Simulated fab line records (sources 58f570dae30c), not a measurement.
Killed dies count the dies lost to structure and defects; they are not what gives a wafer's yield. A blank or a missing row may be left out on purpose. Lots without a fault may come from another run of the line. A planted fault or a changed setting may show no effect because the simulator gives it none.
The tool behind it: which one?    flow berkeley cmos170    21 wafers from 7 lots sampled at 4 of the route's 331 steps

WHAT THE GAUGES SHOWED, per wafer
UCB170_NSD_TW_MEAS_10.
lot   measured      on             NSD_TW
L552  day 8 13:23   film metro-04  4155 4131 4141
L553  day 9 04:21   film metro-03  4136 4146 4146
L556  day 9 04:28   film metro-02  4137 4127 4122
L557  day 9 11:19   film metro-04  3993 3993 3977
L562  day 10 03:46  film metro-04  3998 4016 4000
L572  day 12 00:39  film metro-04  4126 4166 4141
L570  day 12 05:23  film metro-04  4138 4132 4125

WHICH TOOL RAN EACH LOT (tool, then ch and the chambers of the sampled wafers, then the start)
lot   UCB170_NLDD_STRIP_10                  UCB170_NSD_IMPLANT_08            UCB170_NSD_STRIP_09
L552  plasma asher-04 ch 0,1, day 7 23:31   implanter-03 ch 0, day 8 13:08   plasma asher-02 ch 0,1, day 8 13:17
L553  plasma asher-02 ch 0,1, day 8 15:01   implanter-01 ch 0, day 9 04:06   plasma asher-02 ch 0,1, day 9 04:15
L556  plasma asher-04 ch 0,1, day 8 15:30   implanter-02 ch 0, day 9 04:14   plasma asher-03 ch 0,1, day 9 04:21
L557  plasma asher-02 ch 0,1, day 9 00:11   implanter-03 ch 0, day 9 11:05   plasma asher-01 ch 0,1, day 9 11:13
L562  plasma asher-03 ch 0,1, day 9 15:34   implanter-03 ch 0, day 10 03:32  plasma asher-02 ch 0,1, day 10 03:40
L572  plasma asher-03 ch 0,1, day 11 12:47  implanter-01 ch 0, day 12 00:26  plasma asher-01 ch 0,1, day 12 00:34
L570  plasma asher-04 ch 0,1, day 11 13:55  implanter-02 ch 0, day 12 05:08  plasma asher-01 ch 0,1, day 12 05:17
- UCB170_NLDD_STRIP_10: strips in O2.
- UCB170_NSD_IMPLANT_08
- UCB170_NSD_STRIP_09: strips in O2.

THE ANSWER, worked out from the rows above alone
Rule: the usual values come from the lots themselves. Put in order of their means at a reading, lots are off if they are a third of the lots or fewer, leave a main group of 4 or more, and stand apart from it by a gap of 3 or more times the standard deviation of the main group's means; of several such gaps the widest counts. Not used: any main group whose means are identical at the precision the tables above print for the reading. A lot without any number at a reading at which 4 lots or more have one is off too. Where the step has rows for the other lots, those lots are counted as sound.
Off: at UCB170_NSD_TW_MEAS_10 (NSD_TW), L557, L562. The main group has a mean of 4138 with a standard deviation of 6.4.
If a tool, at a process step before that reading, ran all the lots that are off and no sound lot after the first of them, it fits. Those tools and the gauges at UCB170_NSD_TW_MEAS_10 are tried in the same way. One fits: UCB170_NSD_IMPLANT_08 on implanter-03. A fault onset in the window from L552 (day 8 13:08, its last sound lot) to L557 (day 9 11:05, its first lot off) fits.

WHAT WAS PUT IN BY THE SIMULATOR
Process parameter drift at UCB170_NSD_IMPLANT_08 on implanter-03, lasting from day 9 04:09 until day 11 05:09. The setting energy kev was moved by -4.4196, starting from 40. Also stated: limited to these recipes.
Lots struck among those shown: L557, L562. This agrees with what the rule above found.
